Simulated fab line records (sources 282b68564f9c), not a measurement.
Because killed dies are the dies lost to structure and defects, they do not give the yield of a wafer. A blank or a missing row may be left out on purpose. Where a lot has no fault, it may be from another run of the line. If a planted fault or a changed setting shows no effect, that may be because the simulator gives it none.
fab line records | flow rit-cmos
record: lots: 14 wafers: 42 last-day: 7
route steps=202 shown SDANNEAL@153 M1@202
lots untouched by any fault: they come from a run of this same line in which no faults occurred
start-h: start of the lot's first displayed wafer, in hours after the record's first day | wait-h: hours elapsed since this lot's preceding step | " the same as in the row above | L1.1+2: a single row standing in for several wafers | - value missing, or start not given | * or withheld: withheld | < > ~ a bound
route shown NAME@n: a module of which the file shows steps, and the number in the route of the first | usual: mean/standard deviation taken from wafers without a fault | same: alike in all rows | chamber/n: place in a boat | sites: readings site by site | _std_site: the standard deviation of these | _edge_site: the outer-site mean with the inner-site mean subtracted | radius-mm: how far each site lies from the wafer's centre | mask NAME#n: copy n | behind: the tool/chamber that last shaped the wafer | hold: reason for holding the lot/hours on hold/outcome of the hold | device: the transistor (n, p or np) that didn't switch | end of line: the tests these same wafers got at the end of their route | a step given without rows: its recipe and nothing more | killed: dies lost to structure and defects at the first sort, not the wafer's yield | map: a wafer's dies, x killed, . not, _ none there
set.NAME: the setting as run; set.NAME@STEP: as run at that earlier step | model.NAME: the simulator's own value behind a step, which no gauge read
route steps across a sampled set of lots; one table per step, one row per wafer
== steps ==
step: RIT_SDANNEAL_CLEAN_00
recipe: chemistry: SC1 mix: 3:3:50 time-s: 600 temp-c: 75
usual: run-length-s: 629/4.1
columns lot.wafer tool chamber start-h wait-h run-length-s
L758.2 wet-bench-01 0 63.62 0.0 625
L758.3 " 0 " " 625
L758.6 " 0 " " 625
L761.2 wet-bench-04 1 84.93 0.0 627
L761.4 " 1 " " 627
L761.5 " 1 " " 627
L762.3 wet-bench-03 0 90.12 0.0 625
L762.4 " 0 " " 625
L762.6 " 0 " " 625
L763.2 wet-bench-03 2 92.99 0.0 635
L763.5 " 2 " " 635
L763.6 " 2 " " 635
L764.1 wet-bench-04 2 96.93 0.1 626
L764.2 " 2 " " 626
L764.3 " 2 " " 626
L765.2 wet-bench-03 1 98.54 0.0 627
L765.3 " 1 " " 627
L765.6 " 1 " " 627
L766.3 wet-bench-04 1 103.87 0.0 625
L766.5 " 1 " " 625
L766.6 " 1 " " 625
L767.3 wet-bench-01 0 110.05 0.0 626
L767.4 " 0 " " 626
L767.6 " 0 " " 626
L768.2 wet-bench-01 3 114.42 0.0 627
L768.5 " 3 " " 627
L768.6 " 3 " " 627
L769.1 wet-bench-03 2 119.92 0.1 635
L769.3 " 2 " " 635
L769.5 " 2 " " 635
L770.2 wet-bench-03 1 124.23 0.0 635
L770.3 " 1 " " 635
L770.5 " 1 " " 635
L775.2 wet-bench-01 3 148.79 0.0 626
L775.3 " 3 " " 626
L775.4 " 3 " " 626
L776.1 wet-bench-03 1 150.17 0.1 591
L776.3 " 1 " " 591
L776.6 " 1 " " 591
L777.4 wet-bench-03 0 152.13 0.0 590
L777.5 " 0 " " 590
L777.6 " 0 " " 590
step: RIT_M1_PROBE_99
usual: killed-at-contacts: 0.1/0.37 killed-at-front-end: 6.9/2.9 killed-dies: 7.1/2.9 killed-open: 3.3/1.8 killed-short: 3.6/2.2
same: gross-dies: 264 killed_at_M0_to_M3: 0 killed_at_M4_up: 0 killed-at-back-side: 0 killed-at-other: 0
columns lot.wafer tool chamber start-h wait-h killed-at-contacts killed-at-front-end killed-dies killed-open killed-short
L758.2 prober-02 - 71.74 0.1 0 7 7 3 4
L758.3 prober-02 - 71.79 0.2 0 12 12 4 8
L758.6 prober-02 - 71.94 0.2 0 9 9 2 7
L761.2 prober-01 - 92.95 0.1 0 8 8 2 6
L761.4 prober-01 - 93.05 0.2 0 3 3 2 1
L761.5 prober-01 - 93.10 0.2 0 5 5 2 3
L762.3 prober-02 - 98.75 0.2 0 7 7 2 5
L762.4 prober-02 - 98.80 0.2 0 7 7 2 5
L762.6 prober-02 - 98.90 0.2 0 2 2 1 1
L763.2 prober-01 - 101.45 0.1 0 6 6 2 4
L763.5 prober-01 - 101.60 0.2 0 4 4 1 3
L763.6 prober-01 - 101.65 0.2 0 2 2 0 2
L764.1 prober-02 - 104.76 0.1 0 9 9 3 6
L764.2 prober-02 - 104.81 0.1 1 7 8 2 6
L764.3 prober-02 - 104.86 0.2 0 7 7 3 4
L765.2 prober-01 - 107.01 0.1 0 6 6 2 4
L765.3 prober-01 - 107.06 0.2 0 7 7 3 4
L765.6 prober-01 - 107.21 0.2 0 10 10 4 6
L766.3 prober-02 - 111.93 0.2 1 7 8 5 2
L766.5 prober-02 - 112.03 0.2 0 6 6 2 4
L766.6 prober-02 - 112.08 0.2 1 12 13 6 6
L767.3 prober-01 - 118.14 0.2 0 7 7 4 3
L767.4 prober-01 - 118.19 0.2 0 5 5 4 1
L767.6 prober-01 - 118.29 0.2 0 7 7 4 3
L768.2 prober-02 - 122.74 0.1 0 4 4 2 2
L768.5 prober-02 - 122.89 0.2 0 2 2 1 1
L768.6 prober-02 - 122.94 0.2 0 7 7 5 2
L769.1 prober-01 - 127.98 0.1 0 5 5 2 3
L769.3 prober-01 - 128.08 0.2 0 7 7 4 3
L769.5 prober-01 - 128.18 0.2 0 6 6 2 4
L770.2 prober-02 - 132.02 0.1 0 11 11 4 7
L770.3 prober-02 - 132.07 0.2 0 5 5 3 2
L770.5 prober-02 - 132.17 0.2 0 7 7 3 4
L775.2 prober-01 - 156.71 0.1 0 14 14 3 11
L775.3 prober-01 - 156.76 0.2 2 12 14 4 9
L775.4 prober-01 - 156.81 0.2 1 8 9 4 4
L776.1 prober-02 - 158.16 0.1 0 5 5 2 3
L776.3 prober-02 - 158.26 0.2 0 3 3 1 2
L776.6 prober-02 - 158.41 0.2 1 3 4 2 1
L777.4 prober-01 - 160.33 0.2 0 4 4 1 3
L777.5 prober-01 - 160.38 0.2 0 7 7 3 4
L777.6 prober-01 - 160.43 0.2 0 4 4 3 1
killed by level:class
L758.2 GATE:geometric-particle:short=3 GATE:geometric-particle:open=2 SPACER:geometric-particle:short=1 SILICIDE:geometric-particle:open=1
L758.3 GATE:geometric-particle:short=3 FOX2:geometric-particle:short=2 GATE:geometric-particle:open=2 FOX1:geometric-particle:short=1 REOX:geometric-particle:open=1 REOX:geometric-particle:short=1 SPACER:geometric-particle:open=1 SILICIDE:geometric-particle:short=1
L758.6 GATE:geometric-particle:short=5 GATE:geometric-particle:open=2 ACTIVE:geometric-particle:short=1 SILICIDE:geometric-particle:short=1
L761.2 GATE:geometric-particle:short=4 GATE:geometric-particle:open=2 FOX2:geometric-particle:short=1 SPACER:geometric-particle:short=1
L761.4 FOX1:geometric-particle:short=1 GATE:geometric-particle:open=1 REOX:geometric-particle:open=1
L761.5 GATE:geometric-particle:short=3 FOX1:geometric-particle:open=1 REOX:geometric-particle:open=1
L762.3 GATE:geometric-particle:short=2 FOX1:geometric-particle:short=1 FOX2:geometric-particle:open=1 REOX:geometric-particle:short=1 REOX:geometric-particle:open=1 SPACER:geometric-particle:short=1
L762.4 GATE:geometric-particle:short=2 REOX:geometric-particle:short=2 GATE:geometric-particle:open=1 REOX:geometric-particle:open=1 SILICIDE:geometric-particle:short=1
L762.6 FOX1:geometric-particle:short=1 REOX:geometric-particle:open=1
L763.2 SPACER:geometric-particle:short=2 FOX1:geometric-particle:open=1 GATE:geometric-particle:short=1 GATE:geometric-particle:open=1 SILICIDE:geometric-particle:short=1
L763.5 GATE:geometric-particle:short=1 GATE:geometric-particle:open=1 SPACER:geometric-particle:short=1 SILICIDE:geometric-particle:short=1
L763.6 FOX2:geometric-particle:short=1 SPACER:geometric-particle:short=1
L764.1 GATE:geometric-particle:short=3 SPACER:geometric-particle:short=2 FOX1:geometric-particle:short=1 FOX1:geometric-particle:open=1 GATE:geometric-particle:open=1 REOX:geometric-particle:open=1
L764.2 REOX:geometric-particle:short=3 FOX1:geometric-particle:short=1 FOX1:geometric-particle:open=1 GATE:geometric-particle:short=1 SPACER:geometric-particle:open=1 CONTACT:geometric-particle:short=1
L764.3 REOX:geometric-particle:short=2 FOX1:geometric-particle:short=1 GATE:geometric-particle:open=1 GATE:geometric-particle:short=1 SPACER:geometric-particle:open=1 SILICIDE:geometric-particle:open=1
L765.2 GATE:geometric-particle:short=2 FOX1:geometric-particle:open=1 REOX:geometric-particle:short=1 SPACER:geometric-particle:short=1 SPACER:geometric-particle:open=1
L765.3 FOX1:geometric-particle:open=2 FOX1:geometric-particle:short=1 FOX2:geometric-particle:short=1 SPACER:geometric-particle:short=1 SILICIDE:geometric-particle:short=1 SILICIDE:geometric-particle:open=1
L765.6 GATE:geometric-particle:short=5 FOX1:geometric-particle:open=2 GATE:geometric-particle:open=1 REOX:geometric-particle:open=1 SILICIDE:geometric-particle:short=1
L766.3 FOX1:geometric-particle:open=2 GATE:geometric-particle:open=2 FOX1:geometric-particle:short=1 CONTACT:coat-microbubble-printed=1 GATE:geometric-particle:short=1 REOX:geometric-particle:open=1
L766.5 FOX1:geometric-particle:short=1 FOX1:geometric-particle:open=1 GATE:geometric-particle:short=1 GATE:geometric-particle:open=1 REOX:geometric-particle:short=1 SPACER:geometric-particle:short=1
L766.6 FOX1:geometric-particle:short=3 GATE:geometric-particle:short=2 FOX1:geometric-particle:open=1 FOX2:geometric-particle:open=1 GATE:geometric-particle:open=1 REOX:geometric-particle:short=1 REOX:geometric-particle:open=1 SPACER:geometric-particle:open=1
L767.3 FOX2:geometric-particle:short=2 FOX2:geometric-particle:open=2 GATE:geometric-particle:short=1 GATE:geometric-particle:open=1 REOX:geometric-particle:open=1
L767.4 REOX:geometric-particle:open=2 FOX2:geometric-particle:open=1 GATE:geometric-particle:open=1 REOX:geometric-particle:short=1
L767.6 FOX1:geometric-particle:open=2 FOX2:geometric-particle:short=2 FOX1:geometric-particle:short=1 REOX:geometric-particle:open=1 SILICIDE:geometric-particle:open=1
L768.2 FOX2:geometric-particle:open=1 FOX2:geometric-particle:short=1 GATE:geometric-particle:short=1 SPACER:geometric-particle:open=1
L768.5 FOX1:geometric-particle:open=1 SPACER:geometric-particle:short=1
L768.6 GATE:geometric-particle:open=4 GATE:geometric-particle:short=1 REOX:geometric-particle:short=1 REOX:geometric-particle:open=1
L769.1 GATE:geometric-particle:open=1 GATE:geometric-particle:short=1 REOX:geometric-particle:short=1 SPACER:geometric-particle:short=1 SPACER:geometric-particle:open=1
L769.3 SPACER:geometric-particle:open=3 GATE:geometric-particle:open=1 GATE:geometric-particle:short=1 REOX:geometric-particle:short=1 SILICIDE:geometric-particle:short=1
L769.5 SILICIDE:geometric-particle:short=2 GATE:geometric-particle:open=1 GATE:geometric-particle:short=1 REOX:geometric-particle:short=1 SILICIDE:geometric-particle:open=1
L770.2 FOX1:geometric-particle:short=3 GATE:geometric-particle:short=2 SILICIDE:geometric-particle:short=2 FOX1:geometric-particle:open=1 FOX2:geometric-particle:open=1 GATE:geometric-particle:open=1 SILICIDE:geometric-particle:open=1
L770.3 SPACER:geometric-particle:open=2 GATE:geometric-particle:short=1 REOX:geometric-particle:short=1 REOX:geometric-particle:open=1
L770.5 GATE:geometric-particle:short=2 SPACER:geometric-particle:open=2 GATE:geometric-particle:open=1 REOX:geometric-particle:short=1 SILICIDE:geometric-particle:short=1
L775.2 GATE:geometric-particle:short=5 SILICIDE:geometric-particle:short=3 REOX:geometric-particle:short=2 FOX1:geometric-particle:short=1 REOX:geometric-particle:open=1 SPACER:geometric-particle:open=1 SILICIDE:geometric-particle:open=1
L775.3 GATE:geometric-particle:short=3 GATE:geometric-particle:open=2 SPACER:geometric-particle:short=2 SILICIDE:geometric-particle:short=2 REOX:geometric-particle:short=1 SPACER:geometric-particle:open=1 SILICIDE:geometric-particle:open=1 CONTACT:geometric-particle:short=1
L775.4 GATE:geometric-particle:open=2 FOX1:geometric-particle:short=1 GATE:geometric-particle:short=1 REOX:geometric-particle:short=1 SPACER:geometric-particle:short=1 SPACER:geometric-particle:open=1 SILICIDE:geometric-particle:open=1 CONTACT:coat-microbubble-printed=1
L776.1 REOX:geometric-particle:short=2 FOX2:geometric-particle:open=1 GATE:geometric-particle:open=1 GATE:geometric-particle:short=1
L776.3 FOX1:geometric-particle:short=1 GATE:geometric-particle:open=1 SILICIDE:geometric-particle:short=1
L776.6 FOX1:geometric-particle:short=1 REOX:geometric-particle:open=1 SILICIDE:geometric-particle:open=1 CONTACT:coat-microbubble-printed=1
L777.4 FOX2:geometric-particle:short=2 FOX1:geometric-particle:open=1 GATE:geometric-particle:short=1
L777.5 FOX2:geometric-particle:short=2 FOX2:geometric-particle:open=2 REOX:geometric-particle:short=1 SPACER:geometric-particle:short=1 SPACER:geometric-particle:open=1
L777.6 SPACER:geometric-particle:open=2 FOX1:geometric-particle:short=1 FOX1:geometric-particle:open=1
== key ==
first-sign: step: RIT_SDANNEAL_CLEAN_00 reading: run-length-s direction: down sigmas: 9.4 usual: * struck: *
effect none on later readings
met-at RIT_SDANNEAL_CLEAN_00
struck-lots L776,L777
tester-left-out L776,L777
onset-between 124.23 150.17
fault: kind: process-parameter-drift tool: wet-bench-03 chamber: - onset-h: 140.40 steps: RIT_SDANNEAL_CLEAN_00 channel: time-s offset: * shape: step end-h: 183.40 acts-in: * stated: *
tester-left-out: of these lots the tester's yield and bins aren't shown, on N5 and GAA mostly nor the transistor test; their killed dies are dies lost to structure and defects alone, not to doping, threshold or leakage, so they don't give the yield
